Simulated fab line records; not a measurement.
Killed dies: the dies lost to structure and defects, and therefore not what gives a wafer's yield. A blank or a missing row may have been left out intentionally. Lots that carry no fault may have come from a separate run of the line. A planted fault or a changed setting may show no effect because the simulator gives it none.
fab line records	flow rit_cmos
record lots=6	wafers=18	last_day=7
route steps=202 shown NSD@138 PSD@142 SDANNEAL@153 M1@202
lots that met no fault: taken from a fault-free run of the same line
start_h: the number of hours between the record's first day and the start of the first shown wafer of the lot	wait_h: hours from the lot's prior step to this one	" unchanged from the row above	L1.1+2: several wafers, shown together as one row	- value missing, or start not given	* or withheld: withheld	< > ~ a bound
route shown NAME@n: NAME is a module with steps in the file, n the number in the route of the first one	usual: average and standard deviation across the fault-free wafers	same: alike in all rows	chamber/n: place in a boat	sites: each site's reading	_std_site: their standard deviation	_edge_site: mean of outer sites minus mean of inner sites	radius_mm: for every site, how far away it sits from the centre of the wafer	mask NAME#n: copy n	behind: the most recent tool/chamber to have shaped the wafer	hold: why the lot went on hold/how many hours it stayed there/how the hold came to an end	device: the n, p or np transistor that did not switch	end of line: tests of these same wafers at the route's end	where a step has no rows: the recipe by itself	killed: the dies lost at the first sort to structure and to defects; this is not the yield of the wafer	map: dies across one wafer; x = killed, . = not, _ = none there
set.NAME: the setting as run; set.NAME@STEP: as run at that earlier step	model.NAME: the simulator's own value behind a step, which no gauge read
a table for each step, a row for each wafer; lots at some steps of the route
services: the hour from which a tool's chamber was out of use, counted from the record's first day as start_h (under 0 if before that day), plus the number of hours and why
## steps
# step RIT_NSD_HARDBAKE_07
# recipe resist=NOVOLAK	temp_c=140	time_s=60
# step RIT_NSD_IMPLANT_08
# recipe species=P	energy_kev=25	dose_cm2=9.904e+14	tilt_deg=7
# step RIT_NSD_STRIP_09
# recipe chemistry=O2	time_s=180	resist=NOVOLAK	platen_temp_c=withheld	power_w=500	pressure_mtorr=4000	o2_flow_sccm=4000
# usual drypump_motor_current_A=5.8/0.44
lot.wafer	tool	chamber	start_h	wait_h	drypump_motor_current_A	rf_hours_counter_h
L719.4	plasma_asher-01	0	70.94	0.1	5.4	-
L719.5	"	0	"	"	5.4	-
L719.6	"	1	"	"	6.4	-
L724.3	plasma_asher-03	1	94.30	0.1	5.4	-
L724.5	"	1	"	"	5.5	-
L724.6	"	0	"	"	5.5	-
L728.1	plasma_asher-02	0	112.18	0.1	5.7	47
L728.4	"	0	"	"	5.7	-
L728.6	"	1	"	"	6.6	-
L730.1	plasma_asher-03	0	120.26	0.1	5.5	35
L730.2	"	1	"	"	5.4	35
L730.6	"	1	"	"	5.5	-
L732.1	plasma_asher-02	1	130.51	0.1	6.6	50
L732.3	"	0	"	"	5.7	-
L732.6	"	0	"	"	5.7	-
L737.2	plasma_asher-02	1	156.51	0.1	6.6	52
L737.4	"	1	"	"	6.6	-
L737.6	"	1	"	"	6.6	-
# step RIT_NSD_TW_MEAS_10
# usual NSD_TW=3123/21
lot.wafer	tool	chamber	start_h	wait_h	NSD_TW
L719.4	film_metro-01	-	71.09	0.1	3152
L719.5	"	-	"	"	3132
L719.6	"	-	"	"	3157
L724.3	film_metro-03	-	94.43	0.1	3135
L724.5	"	-	"	"	3134
L724.6	"	-	"	"	3124
L728.1	film_metro-03	-	112.36	0.1	3097
L728.4	"	-	"	"	3096
L728.6	"	-	"	"	3106
L730.1	film_metro-04	-	120.43	0.1	3086
L730.2	"	-	"	"	3102
L730.6	"	-	"	"	3109
L732.1	film_metro-04	-	130.68	0.1	3116
L732.3	"	-	"	"	3090
L732.6	"	-	"	"	3107
L737.2	film_metro-03	-	156.70	0.1	3102
L737.4	"	-	"	"	3114
L737.6	"	-	"	"	3100
# step RIT_PSD_HMDS_00
# recipe prime_time_s=60	prime_temp_c=140
# step RIT_PSD_COAT_01
# recipe resist=NOVOLAK	spin_rpm=3250	resist_thk_nm=1000
# step RIT_PSD_SOFTBAKE_02
# recipe resist=NOVOLAK	temp_c=90	time_s=60
# step RIT_PSD_EXPOSE_03
# recipe mask_id=M10	na=0.57	target_cd_nm=40900	dose_mj=250
# step RIT_PSD_PEB_04
# recipe resist=NOVOLAK	temp_c=withheld	time_s=withheld
# step RIT_PSD_DEVELOP_05
# recipe resist=NOVOLAK	develop_time_s=50	dev_temp_c=23
# step RIT_PSD_OVL_MEAS_06
# usual PSD_OVL=2.3/1.2
lot.wafer	tool	chamber	start_h	wait_h	PSD_OVL[nm]
L719.4	overlay-01	-	72.11	-	2.0
L719.5	"	-	"	"	3.0
L719.6	"	-	"	"	2.9
L724.3	overlay-01	-	95.33	-	2.4
L724.5	"	-	"	"	4.0
L724.6	"	-	"	"	4.7
L728.1	overlay-02	-	113.39	-	0.2
L728.4	"	-	"	"	-0.4
L728.6	"	-	"	"	1.3
L730.1	overlay-01	-	121.34	-	2.9
L730.2	"	-	"	"	4.4
L730.6	"	-	"	"	3.4
L732.1	overlay-02	-	131.81	-	0.0
L732.3	"	-	"	"	3.0
L732.6	"	-	"	"	2.1
L737.2	overlay-01	-	157.66	-	4.2
L737.4	"	-	"	"	2.7
L737.6	"	-	"	"	2.8
# step RIT_PSD_HARDBAKE_07
# recipe resist=NOVOLAK	temp_c=140	time_s=60
# step RIT_PSD_IMPLANT_08
# recipe species=BF2	energy_kev=27	dose_cm2=5.075e+15	tilt_deg=7
# usual tilt_deg=6.996/0.02
lot.wafer	tool	chamber	start_h	wait_h	tilt_deg
L719.4	implanter-03	0	72.35	0.1	7.024
L719.5	"	0	"	"	6.980
L719.6	"	0	"	"	6.984
L724.3	implanter-02	0	95.56	0.1	6.999
L724.5	"	0	"	"	7.014
L724.6	"	0	"	"	7.003
L728.1	implanter-02	0	113.58	0.1	0.001
L728.4	"	0	"	"	0.017
L728.6	"	0	"	"	-0.014
L730.1	implanter-03	0	121.53	0.1	6.980
L730.2	"	0	"	"	6.967
L730.6	"	0	"	"	7.030
L732.1	implanter-02	0	132.00	0.1	-0.022
L732.3	"	0	"	"	0.014
L732.6	"	0	"	"	-0.054
L737.2	implanter-03	0	157.88	0.1	7.010
L737.4	"	0	"	"	6.984
L737.6	"	0	"	"	6.982
# step RIT_PSD_STRIP_09
# recipe chemistry=O2	time_s=180	resist=NOVOLAK	platen_temp_c=withheld	power_w=500	pressure_mtorr=4000	o2_flow_sccm=4000
# usual drypump_motor_current_A=5.8/0.31
lot.wafer	tool	chamber	start_h	wait_h	drypump_motor_current_A	rf_hours_counter_h
L719.4	plasma_asher-01	0	72.49	0.1	5.4	-
L719.5	"	1	"	"	6.4	-
L719.6	"	0	"	"	5.5	-
L724.3	plasma_asher-03	1	95.72	0.1	5.5	-
L724.5	"	0	"	"	5.5	-
L724.6	"	1	"	"	5.5	-
L728.1	plasma_asher-03	0	113.73	0.1	5.5	34
L728.4	"	0	"	"	5.5	-
L728.6	"	1	"	"	5.4	-
L730.1	plasma_asher-04	1	121.68	0.1	5.8	50
L730.2	"	0	"	"	6.0	50
L730.6	"	0	"	"	6.0	-
L732.1	plasma_asher-04	0	132.15	0.1	6.0	51
L732.3	"	0	"	"	6.0	-
L732.6	"	0	"	"	6.0	-
L737.2	plasma_asher-01	0	158.01	0.1	5.4	4
L737.4	"	1	"	"	6.4	-
L737.6	"	0	"	"	5.4	-
# step RIT_PSD_TW_MEAS_10
# usual PSD_TW=3444/27
lot.wafer	tool	chamber	start_h	wait_h	PSD_TW
L719.4	film_metro-04	-	72.63	0.1	3434
L719.5	"	-	"	"	3443
L719.6	"	-	"	"	3421
L724.3	film_metro-03	-	95.85	0.1	3439
L724.5	"	-	"	"	3449
L724.6	"	-	"	"	3441
L728.1	film_metro-03	-	113.90	0.1	3312
L728.4	"	-	"	"	3299
L728.6	"	-	"	"	3294
L730.1	film_metro-01	-	121.86	0.1	3468
L730.2	"	-	"	"	3470
L730.6	"	-	"	"	3492
L732.1	film_metro-03	-	132.32	0.1	3317
L732.3	"	-	"	"	3320
L732.6	"	-	"	"	3307
L737.2	film_metro-04	-	158.19	0.1	3417
L737.4	"	-	"	"	3413
L737.6	"	-	"	"	3407
# step RIT_SDANNEAL_CLEAN_00
# recipe chemistry=SC1	mix=3:3:50	time_s=600	temp_c=75
# step RIT_SDANNEAL_CLEAN_01
# recipe chemistry=dHF	dilution=50:1	time_s=30
# step RIT_SDANNEAL_CLEAN_02
# recipe chemistry=SC2	mix=3:3:50	time_s=600	temp_c=75	dry=n2_spin
# step RIT_SDANNEAL_RTA_03
# recipe temp_c=1050	time_s=5	idle_temp_c=600	ramp_up_c_per_s=342	ramp_down_c_per_s=171	cool_to_c=600	ambient=N2
# usual wafer_temp_C_max=1053.6/1.2
lot.wafer	tool	chamber	start_h	wait_h	wafer_temp_C_max
L719.4	rtp_anneal-01	0	73.08	0.0	1055.6
L719.5	"	0	"	"	1054.4
L719.6	"	0	"	"	1053.2
L724.3	rtp_anneal-01	0	96.28	0.0	1053.8
L724.5	"	0	"	"	1053.4
L724.6	"	0	"	"	1055.5
L728.1	rtp_anneal-02	0	114.35	0.0	1052.8
L728.4	"	0	"	"	1054.3
L728.6	"	0	"	"	1054.4
L730.1	rtp_anneal-02	0	122.29	0.0	1052.8
L730.2	"	0	"	"	1053.4
L730.6	"	0	"	"	1053.1
L732.1	rtp_anneal-02	0	132.78	0.0	1053.5
L732.3	"	0	"	"	1052.6
L732.6	"	0	"	"	1052.8
L737.2	rtp_anneal-02	0	158.65	0.0	1053.1
L737.4	"	0	"	"	1053.2
L737.6	"	0	"	"	1054.0
# step RIT_SDANNEAL_RS_MEAS_04
# recipe thk_meas_gauge=four-point-probe
# usual PSD_RS=115.8/0.32
lot.wafer	tool	chamber	start_h	wait_h	PSD_RS[ohm/sq]
L719.4	film_metro-01	-	73.16	0.1	116.1
L719.5	"	-	"	"	116.3
L719.6	"	-	"	"	116.1
L724.3	film_metro-04	-	96.36	0.1	116.0
L724.5	"	-	"	"	115.5
L724.6	"	-	"	"	115.5
L728.1	film_metro-01	-	114.41	0.0	124.5
L728.4	"	-	"	"	124.4
L728.6	"	-	"	"	124.7
L730.1	film_metro-01	-	122.34	0.0	116.2
L730.2	"	-	"	"	115.9
L730.6	"	-	"	"	115.3
L732.1	film_metro-01	-	132.84	0.0	124.7
L732.3	"	-	"	"	124.7
L732.6	"	-	"	"	124.7
L737.2	film_metro-01	-	158.77	0.1	116.0
L737.4	"	-	"	"	115.6
L737.6	"	-	"	"	115.8
# step RIT_SDANNEAL_RS_MEAS_05
# recipe thk_meas_gauge=four-point-probe
# usual NSD_RS=85.16/0.29
lot.wafer	tool	chamber	start_h	wait_h	NSD_RS[ohm/sq]
L719.4	film_metro-01	-	73.28	0.1	84.96
L719.5	"	-	"	"	85.61
L719.6	"	-	"	"	84.75
L724.3	film_metro-04	-	96.48	0.1	85.07
L724.5	"	-	"	"	84.75
L724.6	"	-	"	"	85.30
L728.1	film_metro-01	-	114.53	0.1	85.09
L728.4	"	-	"	"	84.75
L728.6	"	-	"	"	84.80
L730.1	film_metro-01	-	122.46	0.1	85.23
L730.2	"	-	"	"	85.40
L730.6	"	-	"	"	85.40
L732.1	film_metro-01	-	132.96	0.1	85.64
L732.3	"	-	"	"	85.36
L732.6	"	-	"	"	85.38
L737.2	film_metro-01	-	158.89	0.1	84.76
L737.4	"	-	"	"	85.04
L737.6	"	-	"	"	84.70
# step RIT_M1_PROBE_99
# usual killed_at_M0_to_M3=0.0/0.12	killed_at_contacts=0.0/0.2	killed_at_front_end=6.8/3	killed_dies=6.9/3	killed_open=3.3/1.9	killed_short=3.6/1.9
# same gross_dies=264	killed_at_M4_up=0	killed_at_back_side=0	killed_at_other=0
lot.wafer	tool	chamber	start_h	wait_h	killed_at_M0_to_M3	killed_at_contacts	killed_at_front_end	killed_dies	killed_open	killed_short
L728.1	prober-02	-	122.34	0.1	0	0	9	9	4	5
L728.4	prober-02	-	122.49	0.2	0	1	5	6	3	3
L728.6	prober-02	-	122.59	0.2	0	0	8	8	5	3
# killed by level:class
L728.1 GATE:geometric_particle:short=2 REOX:geometric_particle:open=2 FOX2:geometric_particle:short=1 GATE:geometric_particle:open=1 REOX:geometric_particle:short=1 SPACER:geometric_particle:open=1 SILICIDE:geometric_particle:short=1
L728.4 GATE:geometric_particle:open=2 FOX1:geometric_particle:open=1 SPACER:geometric_particle:short=1 SILICIDE:geometric_particle:short=1 CONTACT:geometric_particle:short=1
L728.6 SILICIDE:geometric_particle:open=4 SPACER:geometric_particle:short=2 GATE:geometric_particle:open=1 SILICIDE:geometric_particle:short=1
## services
tool	chamber	start_h	hours	kind
rtp_anneal-01	-	65.47	3.1	pm
implanter-02	-	107.07	6.0	repair
plasma_asher-01	-	108.75	9.0	pm
plasma_asher-01	0	108.75	9.0	vent_cycle
plasma_asher-01	1	108.75	9.0	vent_cycle
plasma_asher-01	0	117.75	-	clean
plasma_asher-01	1	117.75	-	clean
implanter-03	-	121.80	3.5	repair
plasma_asher-02	-	142.05	0.5	repair
implanter-02	-	145.78	10.3	pm
plasma_asher-01	-	145.83	2.8	pm
rtp_anneal-02	-	154.06	4.2	pm
implanter-03	-	155.93	1.4	repair
## key
first_sign step=RIT_PSD_IMPLANT_08	reading=tilt_deg	direction=down	sigmas=99+	usual=6.996	struck=-0.010
effect step=RIT_PSD_TW_MEAS_10	reading=PSD_TW	direction=down	sigmas=5.1	usual=3444	struck=3308
effect step=RIT_SDANNEAL_RS_MEAS_04	reading=PSD_RS	direction=up	sigmas=28	usual=115.8	struck=124.6
met_at RIT_PSD_IMPLANT_08
struck_wafers L728.1,L728.4,L728.6,L732.1,L732.3,L732.6
tester_left_out L728,L732
onset_between 95.56 113.58
fault kind=process_parameter_drift	tool=implanter-02	chamber=-	onset_h=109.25	steps=RIT_PSD_IMPLANT_08	channel=tilt_deg	offset=-7	shape=step	end_h=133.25	acts_in=these_recipes_only	stated=7
# tester_left_out: of these lots the tester's yield and bins aren't shown, on N5 and GAA mostly nor the transistor test; their killed dies are dies lost to structure and defects alone, not to doping, threshold or leakage, so they don't give the yield
